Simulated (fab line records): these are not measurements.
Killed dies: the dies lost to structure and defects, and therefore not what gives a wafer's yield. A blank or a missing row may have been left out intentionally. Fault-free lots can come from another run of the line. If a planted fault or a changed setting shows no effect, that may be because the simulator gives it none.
fab line records	flow ritCmos
[record] lots = 5	wafers = 15	lastDay = 7
route steps=202 shown CONTACT@175 M1@184
lots that met no fault: from a run of the same line without faults
startH: hours from the record's opening day to when the first of the lot's shown wafers began	waitH: hours since the lot's step before	" same as the row above	L1.1+2: one row covering several wafers at once	- either no value or no given start	* or withheld: withheld	< > ~ a bound
route shown NAME@n: a module of which the file shows steps, and the number in the route of the first	usual: mean and standard deviation over wafers with no fault	same: alike in all rows	chamber/n: place in a boat	sites: the reading at each site	_std_site: standard deviation of those values	_edge_site: inner sites' mean taken away from outer sites' mean	radiusMm: for every site, how far away it sits from the centre of the wafer	mask NAME#n: copy n	behind: the last tool/chamber to shape the wafer	hold: cause of the lot's hold/its duration in hours/its outcome	device: names the non-switching transistor (n, p or np)	end of line: the tests these same wafers got at the end of their route	a step given without rows: its recipe and nothing more	killed: at the first sort, the dies lost to defects and structure; wafer yield is something else	map: per-die view of a wafer (x killed, . not killed, _ where there is no die)
set.NAME: the setting the step ran with; set.NAME@STEP: the setting that earlier step ran with	model.NAME: the simulator's own value behind a step, which no gauge read
certain route steps with their lots: each step a table, each wafer a row
services: the hour from which a tool's chamber was out of use, counted from the record's first day as startH (under 0 if before that day), plus the number of hours and why
[[steps]]
[step RIT_CONTACT_DEVELOP_07]
[recipe] resist = NOVOLAK	developTimeS = 120	devTempC = 23
lot.wafer	tool	chamber	startH	waitH
L076.1+2+3	lithoTrack-02	0	-	-
L082.2+3+4	lithoTrack-04	0	-	-
L090.1+3+6	lithoTrack-02	0	-	-
L093.3+5+6	lithoTrack-02	0	-	-
L095.2+4+6	lithoTrack-04	0	-	-
[step RIT_CONTACT_CD_MEAS_08]
[recipe] targetCdNm = 1000
[usual] cdNm = 1000.2/1.8
lot.wafer	tool	chamber	startH	waitH	cdNm
L076.1	cdSem-02	-	68.73	-	1000.0
L076.2	"	-	"	"	999.9
L076.3	"	-	"	"	1000.8
L082.2	cdSem-01	-	99.08	-	998.5
L082.3	"	-	"	"	997.9
L082.4	"	-	"	"	997.0
L090.1	cdSem-01	-	133.97	-	998.4
L090.3	"	-	"	"	998.8
L090.6	"	-	"	"	998.3
L093.3	cdSem-02	-	151.66	-	1001.3
L093.5	"	-	"	"	997.4
L093.6	"	-	"	"	998.0
L095.2	cdSem-01	-	160.24	-	1000.3
L095.4	"	-	"	"	1001.6
L095.6	"	-	"	"	1000.1
[step RIT_CONTACT_OVL_MEAS_09]
[usual] CONTACT_OVL = 1.5/1.3
lot.wafer	tool	chamber	startH	waitH	CONTACT_OVL[nm]
L076.1	overlay-02	-	68.85	0.1	0.6
L076.2	"	-	"	"	3.2
L076.3	"	-	"	"	2.4
L082.2	overlay-01	-	99.18	0.1	2.5
L082.3	"	-	"	"	4.7
L082.4	"	-	"	"	3.5
L090.1	overlay-01	-	134.09	0.1	2.2
L090.3	"	-	"	"	2.4
L090.6	"	-	"	"	1.1
L093.3	overlay-01	-	151.75	0.1	2.1
L093.5	"	-	"	"	3.6
L093.6	"	-	"	"	2.4
L095.2	overlay-02	-	160.35	0.1	2.3
L095.4	"	-	"	"	2.3
L095.6	"	-	"	"	1.0
[step RIT_CONTACT_HARDBAKE_10]
[recipe] resist = NOVOLAK	tempC = 140	timeS = 60
[usual] plateTempC = 140.00/0.16
lot.wafer	tool	chamber	startH	waitH	plateTempC
L076.1	lithoTrack-04	0	68.89	0.0	139.91
L076.2	"	0	"	"	140.26
L076.3	"	0	"	"	140.32
L082.2	lithoTrack-04	0	99.24	0.0	139.83
L082.3	"	0	"	"	139.86
L082.4	"	0	"	"	139.99
L090.1	lithoTrack-02	0	134.13	0.0	140.12
L090.3	"	0	"	"	140.11
L090.6	"	0	"	"	140.07
L093.3	lithoTrack-04	0	151.83	0.1	140.03
L093.5	"	0	"	"	139.96
L093.6	"	0	"	"	139.98
L095.2	lithoTrack-04	0	160.40	0.0	139.99
L095.4	"	0	"	"	140.09
L095.6	"	0	"	"	139.98
[step RIT_CONTACT_ETCH_11]
[recipe] targetDepthA = 4800	overEtchFrac = 0.2	stopOn = TiSi2	chemistry = CHF3/CF4/Ar	target = SiO2	CHF3_flow_sccm = 50	cf4FlowSccm = 10	Ar_flow_sccm = 100	O2_flow_sccm = 5	pressureMtorr = 100	rfW = 200	timeS = 320
[usual] drypumpMotorCurrentA = 6.0/0.36	oesProductAu = 0.991/0.012	throttleValvePct = 8.76/0.091
lot.wafer	tool	chamber	startH	waitH	drypumpMotorCurrentA	oesProductAu	rfHoursCounterH	throttleValvePct
L076.1	rieDiel-02	2	69.04	0.1	5.6	0.996	71	8.75
L076.2	"	3	"	"	6.0	0.991	136	8.90
L076.3	"	0	"	"	5.9	0.983	7	8.84
L082.2	rieDiel-01	1	99.36	0.1	5.5	0.999	91	8.75
L082.3	"	2	"	"	6.1	1.005	107	8.60
L082.4	"	3	"	"	5.9	0.982	115	8.70
L090.1	rieDiel-02	2	134.28	0.1	5.6	0.995	73	8.74
L090.3	"	3	"	"	6.0	0.991	137	8.90
L090.6	"	2	"	"	5.6	0.994	-	8.74
L093.3	rieDiel-01	1	151.93	0.1	5.5	0.997	92	8.77
L093.5	"	0	"	"	6.3	0.975	-	8.87
L093.6	"	3	"	"	5.9	0.991	-	8.70
L095.2	rieDiel-02	1	160.53	0.1	6.5	1.002	134	8.77
L095.4	"	1	"	"	6.5	1.005	-	8.74
L095.6	"	0	"	"	5.8	0.991	-	8.82
[step RIT_CONTACT_STRIP_12]
[recipe] chemistry = O2	timeS = 180	resist = NOVOLAK	platenTempC = withheld	powerW = 500	pressureMtorr = 4000	o2FlowSccm = 4000
[usual] drypumpMotorCurrentA = 6.0/0.51
lot.wafer	tool	chamber	startH	waitH	drypumpMotorCurrentA	rfHoursCounterH
L076.1	plasmaAsher-02	0	69.23	0.1	5.3	43
L076.2	"	1	"	"	6.5	43
L076.3	"	0	"	"	5.3	-
L082.2	plasmaAsher-02	0	99.56	0.1	5.3	47
L082.3	"	1	"	"	6.5	-
L082.4	"	0	"	"	5.3	-
L090.1	plasmaAsher-03	1	134.47	0.1	6.3	2
L090.3	"	1	"	"	6.3	-
L090.6	"	0	"	"	6.5	-
L093.3	plasmaAsher-03	1	152.18	0.2	6.3	-
L093.5	"	1	"	"	6.3	-
L093.6	"	0	"	"	6.5	-
L095.2	plasmaAsher-02	1	160.72	0.1	6.4	54
L095.4	"	1	"	"	6.5	-
L095.6	"	0	"	"	5.3	-
[step RIT_CONTACT_CD_MEAS_90]
[recipe] targetCdNm = 1000
[usual] cdNm = 1000.3/1.8
lot.wafer	tool	chamber	startH	waitH	cdNm
L076.1	cdSem-02	-	69.41	0.1	1000.4
L076.2	"	-	"	"	999.9
L076.3	"	-	"	"	1000.7
L082.2	cdSem-02	-	99.75	0.1	998.0
L082.3	"	-	"	"	997.0
L082.4	"	-	"	"	997.3
L090.1	cdSem-01	-	134.65	0.1	998.7
L090.3	"	-	"	"	998.9
L090.6	"	-	"	"	997.5
L093.3	cdSem-01	-	152.34	0.1	1001.0
L093.5	"	-	"	"	997.8
L093.6	"	-	"	"	998.1
L095.2	cdSem-01	-	160.92	0.1	1000.3
L095.4	"	-	"	"	1001.9
L095.6	"	-	"	"	1000.7
[step RIT_CONTACT_CLEAN_13]
[recipe] chemistry = SC1	mix = 3:3:50	timeS = 600	tempC = 75
[usual] bathHeatDutyPct = 16.4/1.8
lot.wafer	tool	chamber	startH	waitH	bathHeatDutyPct
L076.1	wetBench-03	0	69.53	0.1	17.0
L076.2	"	0	"	"	18.6
L076.3	"	0	"	"	17.1
L082.2	wetBench-03	2	99.85	0.1	16.1
L082.3	"	2	"	"	15.0
L082.4	"	2	"	"	16.2
L090.1	wetBench-01	1	134.77	0.1	14.4
L090.3	"	1	"	"	13.4
L090.6	"	1	"	"	14.2
L093.3	wetBench-01	3	152.42	0.1	16.1
L093.5	"	3	"	"	15.0
L093.6	"	3	"	"	16.9
L095.2	wetBench-04	3	161.02	0.1	17.9
L095.4	"	3	"	"	16.6
L095.6	"	3	"	"	17.9
[step RIT_CONTACT_CLEAN_14]
[recipe] chemistry = SC2	mix = 3:3:50	timeS = 600	tempC = 75	dry = n2Spin
[usual] bathHeatDutyPct = 16.1/1.6
lot.wafer	tool	chamber	startH	waitH	bathHeatDutyPct
L076.1	wetBench-04	0	69.70	0.0	15.7
L076.2	"	0	"	"	13.2
L076.3	"	0	"	"	14.8
L082.2	wetBench-04	1	100.03	0.0	19.3
L082.3	"	1	"	"	18.2
L082.4	"	1	"	"	19.5
L090.1	wetBench-04	1	134.94	0.0	16.7
L090.3	"	1	"	"	19.7
L090.6	"	1	"	"	18.1
L093.3	wetBench-01	1	152.59	0.0	14.3
L093.5	"	1	"	"	14.2
L093.6	"	1	"	"	14.6
L095.2	wetBench-04	2	161.19	0.0	16.1
L095.4	"	2	"	"	16.0
L095.6	"	2	"	"	17.0
[step RIT_M1_SPUTTER_00]
[recipe] material = Al	targetThkNm = 400	powerW = 2000	chamberPressurePa = 0.4	gas = Ar	timeS = 500	substrateTempC = 25
[usual] throttleValvePct = 30.0/0.85
lot.wafer	tool	chamber	startH	waitH	throttleValvePct
L076.1	pvdSputter-04	-	69.88	0.0	30.4
L076.2	"	-	"	"	29.9
L076.3	"	-	"	"	29.3
L082.2	pvdSputter-02	-	100.22	0.0	31.9
L082.3	"	-	"	"	30.2
L082.4	"	-	"	"	30.0
L090.1	pvdSputter-02	-	135.33	0.0	30.3
L090.3	"	-	"	"	30.5
L090.6	"	-	"	"	30.5
L093.3	pvdSputter-04	-	152.77	0.0	30.2
L093.5	"	-	"	"	29.9
L093.6	"	-	"	"	29.1
L095.2	pvdSputter-04	-	161.37	0.0	28.9
L095.4	"	-	"	"	29.3
L095.6	"	-	"	"	30.7
[step RIT_M1_RS_MEAS_01]
[recipe] thkMeasGauge = four-point-probe	reads = Al_of_M1_SPUTTER_00
[usual] M1_AL_RS = 0.0733/0.00083
lot.wafer	tool	chamber	startH	waitH	M1_AL_RS[ohm/sq]
L076.1	filmMetro-02	-	70.17	0.1	0.0740
L076.2	"	-	"	"	0.0743
L076.3	"	-	"	"	0.0737
L082.2	filmMetro-03	-	100.53	0.2	0.0736
L082.3	"	-	"	"	0.0731
L082.4	"	-	"	"	0.0718
L090.1	filmMetro-02	-	135.62	0.1	0.0721
L090.3	"	-	"	"	0.0740
L090.6	"	-	"	"	0.0729
L093.3	filmMetro-02	-	153.10	0.2	0.0730
L093.5	"	-	"	"	0.0736
L093.6	"	-	"	"	0.0728
L095.2	filmMetro-02	-	161.68	0.2	0.0736
L095.4	"	-	"	"	0.0729
L095.6	"	-	"	"	0.0723
[step RIT_M1_THK_MEAS_02]
[recipe] thkMeasGauge = xrf	reads = Al_of_M1_SPUTTER_00
[usual] M1_AL_THK = 395/4.7
lot.wafer	tool	chamber	startH	waitH	M1_AL_THK[nm]
L076.1	filmMetro-02	-	70.29	0.1	396
L076.2	"	-	"	"	394
L076.3	"	-	"	"	397
L082.2	filmMetro-03	-	100.64	0.1	394
L082.3	"	-	"	"	395
L082.4	"	-	"	"	401
L090.1	filmMetro-02	-	135.74	0.1	401
L090.3	"	-	"	"	394
L090.6	"	-	"	"	396
L093.3	filmMetro-02	-	153.20	0.1	397
L093.5	"	-	"	"	396
L093.6	"	-	"	"	398
L095.2	filmMetro-02	-	161.79	0.1	395
L095.4	"	-	"	"	401
L095.6	"	-	"	"	401
[step RIT_M1_HMDS_03]
[recipe] primeTimeS = 60	primeTempC = 140
lot.wafer	tool	chamber	startH	waitH
L076.1+2+3	lithoTrack-03	0	70.35	0.1
L082.2+3+4	lithoTrack-02	0	100.72	0.1
L090.1+3+6	lithoTrack-04	0	135.80	0.1
L093.3+5+6	lithoTrack-02	0	153.29	0.1
L095.2+4+6	lithoTrack-03	0	162.20	0.4
[step RIT_M1_COAT_04]
[recipe] resist = NOVOLAK	spinRpm = 2000	resistThkNm = 1300
[usual] spinSpeedRpm = 1999.9/1.4
lot.wafer	tool	chamber	startH	waitH	spinSpeedRpm
L076.1	lithoTrack-03	0	70.50	0.1	1999.4
L076.2	"	0	"	"	2001.8
L076.3	"	0	"	"	1998.0
L082.2	lithoTrack-02	0	100.87	0.1	1997.4
L082.3	"	0	"	"	1999.4
L082.4	"	0	"	"	2000.6
L090.1	lithoTrack-04	0	135.95	0.1	1998.8
L090.3	"	0	"	"	1999.3
L090.6	"	0	"	"	2000.1
L093.3	lithoTrack-02	0	153.44	0.1	1998.7
L093.5	"	0	"	"	2000.0
L093.6	"	0	"	"	2001.3
L095.2	lithoTrack-03	0	162.35	0.1	2000.4
L095.4	"	0	"	"	2001.1
L095.6	"	0	"	"	1999.4
[step RIT_M1_SOFTBAKE_05]
[recipe] resist = NOVOLAK	tempC = 90	timeS = 60
[usual] plateTempC = 89.98/0.11
lot.wafer	tool	chamber	startH	waitH	plateTempC
L076.1	lithoTrack-03	0	70.65	0.1	89.96
L076.2	"	0	"	"	90.15
L076.3	"	0	"	"	89.91
L082.2	lithoTrack-02	0	101.02	0.1	90.01
L082.3	"	0	"	"	89.90
L082.4	"	0	"	"	90.00
L090.1	lithoTrack-04	0	136.10	0.1	90.15
L090.3	"	0	"	"	89.97
L090.6	"	0	"	"	89.94
L093.3	lithoTrack-02	0	153.59	0.1	90.05
L093.5	"	0	"	"	90.13
L093.6	"	0	"	"	90.19
L095.2	lithoTrack-03	0	162.50	0.1	90.03
L095.4	"	0	"	"	89.93
L095.6	"	0	"	"	89.99
[step RIT_M1_EXPOSE_06]
[recipe] maskId = M12	na = 0.6	sourceShape = conventional	sigmaOuter = 0.5	targetCdNm = 2600	doseMj = 250
[same] sigmaOuter = 0.5
lot.wafer	tool	chamber	startH	waitH	mask
L076.1+2+3	ilineStepper-02	0	70.93	0.2	M12#0
L082.2+3+4	ilineStepper-02	0	101.16	0.1	M12#0
L090.1+3+6	ilineStepper-01	0	136.25	0.1	M12#0
L093.3+5+6	ilineStepper-02	0	153.86	0.2	M12#0
L095.2+4+6	ilineStepper-01	0	162.77	0.2	M12#0
[step RIT_M1_PEB_07]
[recipe] resist = NOVOLAK	tempC = withheld	timeS = withheld
lot.wafer	tool	chamber	startH	waitH
L076.1+2+3	lithoTrack-03	0	71.05	0.1
L082.2+3+4	lithoTrack-02	0	101.29	0.1
L090.1+3+6	lithoTrack-04	0	136.37	0.1
L093.3+5+6	lithoTrack-03	0	153.98	0.1
L095.2+4+6	lithoTrack-03	0	162.92	0.1
[step RIT_M1_DEVELOP_08]
[recipe] resist = NOVOLAK	developTimeS = 68	devTempC = 23
lot.wafer	tool	chamber	startH	waitH
L076.1+2+3	lithoTrack-03	0	-	-
L082.2+3+4	lithoTrack-02	0	-	-
L090.1+3+6	lithoTrack-04	0	-	-
L093.3+5+6	lithoTrack-03	0	-	-
L095.2+4+6	lithoTrack-03	0	-	-
[step RIT_M1_CD_MEAS_09]
[recipe] targetCdNm = 2600
[usual] cdNm = 2599.1/2.2
lot.wafer	tool	chamber	startH	waitH	cdNm
L076.1	cdSem-02	-	71.36	-	2599.9
L076.2	"	-	"	"	2600.7
L076.3	"	-	"	"	2600.9
L082.2	cdSem-01	-	101.59	-	2598.4
L082.3	"	-	"	"	2599.0
L082.4	"	-	"	"	2596.0
L090.1	cdSem-02	-	136.68	-	2598.1
L090.3	"	-	"	"	2597.8
L090.6	"	-	"	"	2598.4
L093.3	cdSem-01	-	154.29	-	2600.2
L093.5	"	-	"	"	2598.4
L093.6	"	-	"	"	2601.2
L095.2	cdSem-01	-	163.23	-	2595.3
L095.4	"	-	"	"	2597.4
L095.6	"	-	"	"	2594.6
[step RIT_M1_OVL_MEAS_10]
[usual] M1_OVL = -0.4/1.3
lot.wafer	tool	chamber	startH	waitH	M1_OVL[nm]
L076.1	overlay-01	-	71.48	0.1	0.2
L076.2	"	-	"	"	1.4
L076.3	"	-	"	"	1.5
L082.2	overlay-01	-	101.70	0.1	-0.4
L082.3	"	-	"	"	0.2
L082.4	"	-	"	"	0.1
L090.1	overlay-01	-	136.80	0.1	-0.7
L090.3	"	-	"	"	-1.7
L090.6	"	-	"	"	1.5
L093.3	overlay-02	-	154.38	0.1	0.9
L093.5	"	-	"	"	-0.6
L093.6	"	-	"	"	0.3
L095.2	overlay-02	-	163.33	0.1	-2.3
L095.4	"	-	"	"	-2.7
L095.6	"	-	"	"	-1.7
[step RIT_M1_HARDBAKE_11]
[recipe] resist = NOVOLAK	tempC = 140	timeS = 120
[usual] plateTempC = 140.03/0.14
lot.wafer	tool	chamber	startH	waitH	plateTempC
L076.1	lithoTrack-04	0	71.51	0.0	140.02
L076.2	"	0	"	"	140.18
L076.3	"	0	"	"	140.17
L082.2	lithoTrack-03	0	101.77	0.1	139.88
L082.3	"	0	"	"	139.80
L082.4	"	0	"	"	140.15
L090.1	lithoTrack-04	0	136.84	0.0	140.04
L090.3	"	0	"	"	139.99
L090.6	"	0	"	"	139.99
L093.3	lithoTrack-03	0	154.49	0.1	140.16
L093.5	"	0	"	"	140.16
L093.6	"	0	"	"	140.24
L095.2	lithoTrack-03	0	163.41	0.1	139.66
L095.4	"	0	"	"	139.92
L095.6	"	0	"	"	139.85
[step RIT_M1_METAL_ETCH_12]
[recipe] stopOn = SiO2	chemistry = Cl2/BCl3	target = Al	timeS = 165	overEtchFrac = 0.5	pressureMtorr = 100	targetDepthA = 6000	rfW = 250	Cl2_flow_sccm = 60	bcl3FlowSccm = 50
[usual] drypumpMotorCurrentA = 5.73/0.28	oesProductAu = 0.784/0.011	throttleValvePct = 8.31/0.13
lot.wafer	tool	chamber	startH	waitH	drypumpMotorCurrentA	oesProductAu	rfHoursCounterH	throttleValvePct
L076.1	rieMetal-02	1	71.76	0.2	5.15	0.777	37	8.47
L076.2	"	0	"	"	5.77	0.780	33	8.08
L076.3	"	1	"	"	5.17	0.785	-	8.48
L082.2	rieMetal-02	1	101.98	0.2	5.19	0.770	37	8.46
L082.3	"	1	"	"	5.17	0.785	-	8.48
L082.4	"	0	"	"	5.79	0.773	-	8.09
L090.1	rieMetal-03	0	137.09	0.2	5.98	0.803	4	8.33
L090.3	"	1	"	"	5.92	0.790	-	8.43
L090.6	"	0	"	"	5.96	0.788	-	8.32
L093.3	rieMetal-03	1	154.71	0.2	5.92	0.799	-	8.44
L093.5	"	1	"	"	5.92	0.793	-	8.45
L093.6	"	0	"	"	6.01	0.794	-	8.32
L095.2	rieMetal-03	1	163.61	0.2	5.95	0.788	4	8.43
L095.4	"	1	"	"	5.95	0.789	-	8.45
L095.6	"	1	"	"	5.92	0.798	-	8.43
[step RIT_M1_STRIP_13]
[recipe] chemistry = nmp	resist = NOVOLAK	tempC = 80	timeS = 600	dry = n2Spin
[usual] bathHeatDutyPct = 17.9/2.3
lot.wafer	tool	chamber	startH	waitH	bathHeatDutyPct
L076.1	wetBench-02	3	71.93	0.1	14.6
L076.2	"	3	"	"	15.2
L076.3	"	3	"	"	14.9
L082.2	wetBench-02	3	102.14	0.1	16.3
L082.3	"	3	"	"	16.5
L082.4	"	3	"	"	16.1
L090.1	wetBench-03	2	137.25	0.1	14.8
L090.3	"	2	"	"	16.2
L090.6	"	2	"	"	15.8
L093.3	wetBench-02	2	154.82	0.1	17.3
L093.5	"	2	"	"	18.0
L093.6	"	2	"	"	17.1
L095.2	wetBench-04	1	163.78	0.1	20.5
L095.4	"	1	"	"	21.3
L095.6	"	1	"	"	22.7
[step RIT_M1_STRIP_14]
[recipe] chemistry = O2	timeS = 180	platenTempC = withheld	powerW = 500	pressureMtorr = 4000	o2FlowSccm = 4000
[usual] drypumpMotorCurrentA = 6.16/0.19
lot.wafer	tool	chamber	startH	waitH	drypumpMotorCurrentA	rfHoursCounterH
L076.1	plasmaAsher-04	0	72.10	0.0	6.05	29
L076.2	"	1	"	"	6.13	29
L076.3	"	0	"	"	6.05	-
L082.2	plasmaAsher-01	1	102.33	0.0	5.88	47
L082.3	"	0	"	"	6.29	-
L082.4	"	1	"	"	5.88	-
L090.1	plasmaAsher-03	1	137.42	0.0	6.28	2
L090.3	"	0	"	"	6.47	-
L090.6	"	0	"	"	6.48	-
L093.3	plasmaAsher-03	0	155.05	0.1	6.51	-
L093.5	"	1	"	"	6.29	-
L093.6	"	0	"	"	6.50	-
L095.2	plasmaAsher-01	0	163.95	0.0	6.30	53
L095.4	"	1	"	"	5.91	-
L095.6	"	0	"	"	6.30	-
[step RIT_M1_CD_MEAS_90]
[recipe] targetCdNm = 2600
[usual] cdNm = 2599.8/2.9
lot.wafer	tool	chamber	startH	waitH	cdNm
L076.1	cdSem-02	-	72.28	0.1	2601.0
L076.2	"	-	"	"	2599.5
L076.3	"	-	"	"	2601.5
L082.2	cdSem-01	-	102.53	0.1	2601.7
L082.3	"	-	"	"	2601.3
L082.4	"	-	"	"	2595.5
L090.1	cdSem-02	-	137.60	0.1	2596.9
L090.3	"	-	"	"	2601.1
L090.6	"	-	"	"	2597.6
L093.3	cdSem-01	-	155.21	0.1	2606.3
L093.5	"	-	"	"	2603.3
L093.6	"	-	"	"	2601.5
L095.2	cdSem-02	-	164.15	0.1	2598.3
L095.4	"	-	"	"	2600.6
L095.6	"	-	"	"	2595.5
[step RIT_M1_ANNEAL_15]
[recipe] tempC = 450	timeS = 1800	ambient = forming_gas_H2N2
[usual] zonePowerSourcePct = 7.78/0.083
lot.wafer	tool	chamber	startH	waitH	zonePowerSourcePct
L076.1	furnace-02	0	72.40	0.1	7.81
L076.2	"	0	"	"	7.69
L076.3	"	0	"	"	7.55
L082.2	furnace-02	0	102.63	0.1	7.84
L082.3	"	0	"	"	7.61
L082.4	"	0	"	"	7.56
L090.1	furnace-02	0	137.72	0.1	7.76
L090.3	"	0	"	"	7.86
L090.6	"	0	"	"	7.92
L093.3	furnace-02	0	155.29	0.1	7.76
L093.5	"	0	"	"	7.76
L093.6	"	0	"	"	7.74
L095.2	furnace-02	0	164.25	0.1	7.80
L095.4	"	0	"	"	7.78
L095.6	"	0	"	"	7.85
[step RIT_M1_BOW_MEAS_16]
[recipe] mode = bow
[usual] M1_BOW = 17/6.4
lot.wafer	tool	chamber	startH	waitH	M1_BOW[um]
L076.1	filmMetro-03	-	73.90	0.0	25
L076.2	"	-	"	"	10
L076.3	"	-	"	"	18
L082.2	filmMetro-03	-	104.15	0.0	20
L082.3	"	-	"	"	14
L082.4	"	-	"	"	19
L090.1	filmMetro-03	-	139.22	0.0	12
L090.3	"	-	"	"	12
L090.6	"	-	"	"	6
L093.3	filmMetro-03	-	156.83	0.0	12
L093.5	"	-	"	"	17
L093.6	"	-	"	"	18
L095.2	filmMetro-03	-	165.77	0.0	12
L095.4	"	-	"	"	22
L095.6	"	-	"	"	28
[step RIT_M1_PROBE_99]
[usual] defectLimitedYield = 97.3/1	killed_at_M0_to_M3 = 0.0/0.23	killedAtContacts = 0.1/0.34	killedAtFrontEnd = 6.9/2.8	killedDies = 7.1/2.8	killedOpen = 3.4/1.9	killedShort = 3.6/1.7	sort_bin_3_pad_short = 0.1/0.21	sort_bin_5_function = 1.6/0.75	sort_bin_6_memory = 0.9/0.64	sortNPass = 256.9/2.8	sortYieldPct = 97.3/1
[same] grossDies = 264	killed_at_M4_up = 0	killedAtBackSide = 0	killedAtOther = 0
lot.wafer	tool	chamber	startH	waitH	defectLimitedYield[%]	killed_at_M0_to_M3	killedAtContacts	killedAtFrontEnd	killedDies	killedOpen	killedShort	sort_bin_3_pad_short[%]	sort_bin_5_function[%]	sort_bin_6_memory[%]	sortNPass	sortYieldPct[%]
L076.1	prober-01	-	74.02	0.1	97.7	0	0	6	6	2	4	1.1	0.4	0.8	258.0	97.7
L076.2	prober-01	-	74.07	0.1	97.3	0	0	7	7	1	6	0	2.3	0.4	257.0	97.3
L076.3	prober-01	-	74.12	0.2	98.1	0	0	5	5	1	4	0	1.1	0.8	259.0	98.1
L082.2	prober-01	-	104.30	0.1	95.5	1	0	11	12	7	5	0.4	3.8	0.4	252.0	95.5
L082.3	prober-01	-	104.35	0.2	97.3	0	1	6	7	3	4	0	1.9	0.8	257.0	97.3
L082.4	prober-01	-	104.40	0.2	98.5	0	0	4	4	2	2	0	0.8	0.8	260.0	98.5
L090.1	prober-01	-	139.34	0.1	97.7	0	0	6	6	4	2	0	1.5	0.8	258.0	97.7
L090.3	prober-01	-	139.44	0.2	97.0	0	0	8	8	3	5	0	1.5	1.5	256.0	97.0
L090.6	prober-01	-	139.59	0.2	97.3	0	0	7	7	4	3	0.4	1.1	1.1	257.0	97.3
L093.3	prober-01	-	157.01	0.2	96.2	0	0	10	10	5	5	0	1.9	1.9	254.0	96.2
L093.5	prober-01	-	157.11	0.2	96.2	0	0	10	10	4	6	0	2.7	1.1	254.0	96.2
L093.6	prober-01	-	157.16	0.2	97.7	0	0	6	6	5	1	0	1.5	0.8	258.0	97.7
L095.2	prober-01	-	165.92	0.1	95.5	0	0	12	12	7	5	0	1.9	2.7	252.0	95.5
L095.4	prober-01	-	166.02	0.2	97.7	0	0	6	6	4	2	0	1.1	1.1	258.0	97.7
L095.6	prober-01	-	166.12	0.2	94.3	0	0	15	15	6	9	0.4	3.4	1.9	249.0	94.3
// killed by level:class
L076.1 GATE:geometricParticle:open=2 GATE:geometricParticle:short=1 REOX:geometricParticle:short=1 SPACER:geometricParticle:short=1 SILICIDE:geometricParticle:short=1
L076.2 SILICIDE:geometricParticle:short=3 FOX1:geometricParticle:short=2 REOX:geometricParticle:short=1 SILICIDE:geometricParticle:open=1
L076.3 GATE:geometricParticle:short=2 REOX:geometricParticle:short=1 GATE:geometricParticle:open=1 SPACER:geometricParticle:short=1
L082.2 FOX2:geometricParticle:open=2 FOX2:geometricParticle:short=2 GATE:geometricParticle:open=2 SPACER:geometricParticle:open=2 SILICIDE:geometricParticle:short=2 SILICIDE:geometricParticle:open=1 M1:geometricParticle:short=1
L082.3 FOX2:geometricParticle:open=1 GATE:geometricParticle:open=1 REOX:geometricParticle:short=1 SPACER:geometricParticle:short=1 SILICIDE:geometricParticle:open=1 SILICIDE:geometricParticle:short=1 CONTACT:geometricParticle:short=1
L082.4 REOX:geometricParticle:open=1 REOX:geometricParticle:short=1 SPACER:geometricParticle:open=1 SPACER:geometricParticle:short=1
L090.1 GATE:geometricParticle:open=4 FOX2:geometricParticle:short=1 GATE:geometricParticle:short=1
L090.3 FOX1:geometricParticle:open=1 FOX1:geometricParticle:short=1 FOX2:geometricParticle:open=1 GATE:geometricParticle:open=1 GATE:geometricParticle:short=1 REOX:geometricParticle:short=1 SPACER:geometricParticle:short=1 SILICIDE:geometricParticle:short=1
L090.6 FOX2:geometricParticle:open=2 GATE:geometricParticle:short=2 FOX1:geometricParticle:open=1 GATE:geometricParticle:open=1 SILICIDE:geometricParticle:short=1
L093.3 GATE:geometricParticle:open=4 GATE:geometricParticle:short=3 REOX:geometricParticle:short=1 SPACER:geometricParticle:open=1 SILICIDE:geometricParticle:short=1
L093.5 GATE:geometricParticle:short=4 GATE:geometricParticle:open=2 FOX2:geometricParticle:open=1 SPACER:geometricParticle:open=1 SPACER:geometricParticle:short=1 SILICIDE:geometricParticle:short=1
L093.6 REOX:geometricParticle:open=3 FOX2:geometricParticle:open=1 GATE:geometricParticle:open=1 SILICIDE:geometricParticle:short=1
L095.2 GATE:geometricParticle:open=3 FOX1:geometricParticle:short=2 GATE:geometricParticle:short=2 REOX:geometricParticle:open=2 FOX1:geometricParticle:open=1 REOX:geometricParticle:short=1 SILICIDE:geometricParticle:open=1
L095.4 REOX:geometricParticle:open=2 SILICIDE:geometricParticle:short=1 GATE:geometricParticle:short=1 GATE:geometricParticle:open=1 SPACER:geometricParticle:open=1
L095.6 GATE:geometricParticle:short=6 GATE:geometricParticle:open=3 FOX2:geometricParticle:open=2 FOX1:geometricParticle:short=1 FOX1:geometricParticle:open=1 SPACER:geometricParticle:short=1 SILICIDE:geometricParticle:short=1
[[services]]
tool	chamber	startH	hours	kind
plasmaAsher-03	-	57.75	28.1	pm
ilineStepper-02	-	64.92	4.4	pm
rieMetal-03	1	66.92	2.4	repair
rieDiel-01	-	83.07	0.5	repair
rieDiel-01	-	94.23	0.4	repair
wetBench-01	-	102.91	1.9	pm
plasmaAsher-03	-	105.49	1.6	repair
plasmaAsher-03	-	108.75	9.0	pm
plasmaAsher-03	0	108.75	9.0	ventCycle
plasmaAsher-03	1	108.75	9.0	ventCycle
plasmaAsher-01	-	111.83	4.1	repair
plasmaAsher-03	0	117.75	-	clean
plasmaAsher-03	1	117.75	-	clean
ilineStepper-01	0	127.23	-	calibration
rieMetal-02	-	136.12	20.0	pm
rieMetal-02	0	136.12	20.0	ventCycle
rieMetal-02	1	136.12	20.0	ventCycle
rieDiel-02	3	153.56	17.5	repair
rieMetal-02	0	156.12	-	clean
rieMetal-02	1	156.12	-	clean
plasmaAsher-04	-	159.44	14.6	pm
rieDiel-02	2	161.20	11.1	repair
[[key]]
fault none
